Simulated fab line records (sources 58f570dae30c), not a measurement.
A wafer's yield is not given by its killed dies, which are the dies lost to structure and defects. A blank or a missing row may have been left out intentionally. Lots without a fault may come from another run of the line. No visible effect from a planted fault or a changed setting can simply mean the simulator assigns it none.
Problem report in the 8D (eight disciplines) form, filled by code / flow berkeleyCmos170 / the parts of the form that need people (team, actions taken, sign-off) are left out

1. PROBLEM STATEMENT
PSD_RS at UCB170_SDANNEAL_RS_MEAS_02 reads a mean of 96.41 ohm/sq on 9 wafers of 3 lots; wafers without a fault read 75.56 ohm/sq with a standard deviation of 0.27. Measured from the usual mean, that is +77 standard deviations.
The step: measures by four-point-probe.
Seen first at day 11 03:04 on filmMetro-04, wafer L251.2. At this step, 45 wafers from 15 lots have a number in the record. Rule for "out", or "out of limits": more than 4 standard deviations from the usual mean. The other wafers with a number count as sound.

2. WHAT IT IS AND WHAT IT IS NOT
question=which readings at this step | is=PSD_RS | is not=-
question=which lots | is=L251, L253, L256 | is not=L241, L242, L243, L244, L245, L246, L247, L248, L254, L257, L258, L261
question=which wafers of those lots | is=all that have a number | is not=-
question=read on which gauges | is=filmMetro-02, filmMetro-04 | is not=filmMetro-03
question=when | is=from day 11 03:04 | is not=up to then (27 sound wafers); but 9 sound wafers of L257, L258, L261 came after

3. SUSPECTS, AND WHAT RULES EACH OUT
Counting: a tool at a process step up to the reading stays a suspect if it ran every lot that is out and no sound lot after the first of them.
- the gauge at UCB170_SDANNEAL_RS_MEAS_02: ruled out. 2 gauges (filmMetro-02, filmMetro-04) read the wafers that are out.
- rtpAnneal-02 at UCB170_SDANNEAL_RTA_01 (time 5 s): kept. All lots that are out passed through it, beginning with L251 at day 11 03:00, and no sound lot followed; its final sound lot before that point was L248 at day 10 04:59. Its own readings are out on those wafers: lampPowerPct, wafer_temp_C_max.
After counting, what remains is rtpAnneal-02 at UCB170_SDANNEAL_RTA_01.

4. THE CAUSE (what the simulator had put in)
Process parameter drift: rtpAnneal-02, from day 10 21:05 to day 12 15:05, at UCB170_SDANNEAL_RTA_01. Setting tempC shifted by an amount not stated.
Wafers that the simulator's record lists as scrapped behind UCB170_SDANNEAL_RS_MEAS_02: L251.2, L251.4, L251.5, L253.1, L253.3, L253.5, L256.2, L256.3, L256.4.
This tool alone remained once counting was done.

5. SEQUENCE OF EFFECTS, ordered by route
Each row: a reading where the mean over the struck wafers with a number is more than 3 standard deviations away from the usual. Scope: only readings with a usual standard deviation given in the record; hours: median across lots of the time from each lot's start at the first step in this table that gives one to its start at this step; sigmas: change in usual standard deviations.
hours=0; step=UCB170_SDANNEAL_RTA_01; reading=lampPowerPct; usual=34.1 %; on struck wafers=31.3; change=-2.8; sigmas=-6.2
hours=0; step=UCB170_SDANNEAL_RTA_01; reading=wafer_temp_C_max; usual=1055.1; on struck wafers=1014.4; change=-40.7; sigmas=-31
hours=0; step=UCB170_SDANNEAL_RS_MEAS_02; reading=PSD_RS; usual=75.56 ohm/sq; on struck wafers=96.41; change=+20.85; sigmas=+77
Its process steps:
- UCB170_SDANNEAL_RTA_01: time 5 s.

6. HOW IT WOULD HAVE BEEN CAUGHT EARLIER
6 hours passed between the start of the fault at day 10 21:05 and the first reading out of limits at a measuring or inspecting step in this record, taken at day 11 03:04.
Tool's own readings at UCB170_SDANNEAL_RTA_01, lampPowerPct, wafer_temp_C_max: out on all struck wafers the step has rows for; an alarm limit on them would have tripped on the first.
L253, L256, from the lots that are out (3), started UCB170_SDANNEAL_RTA_01 on rtpAnneal-02 later than day 11 03:04. A hold on the tool at that time would have spared those 2.
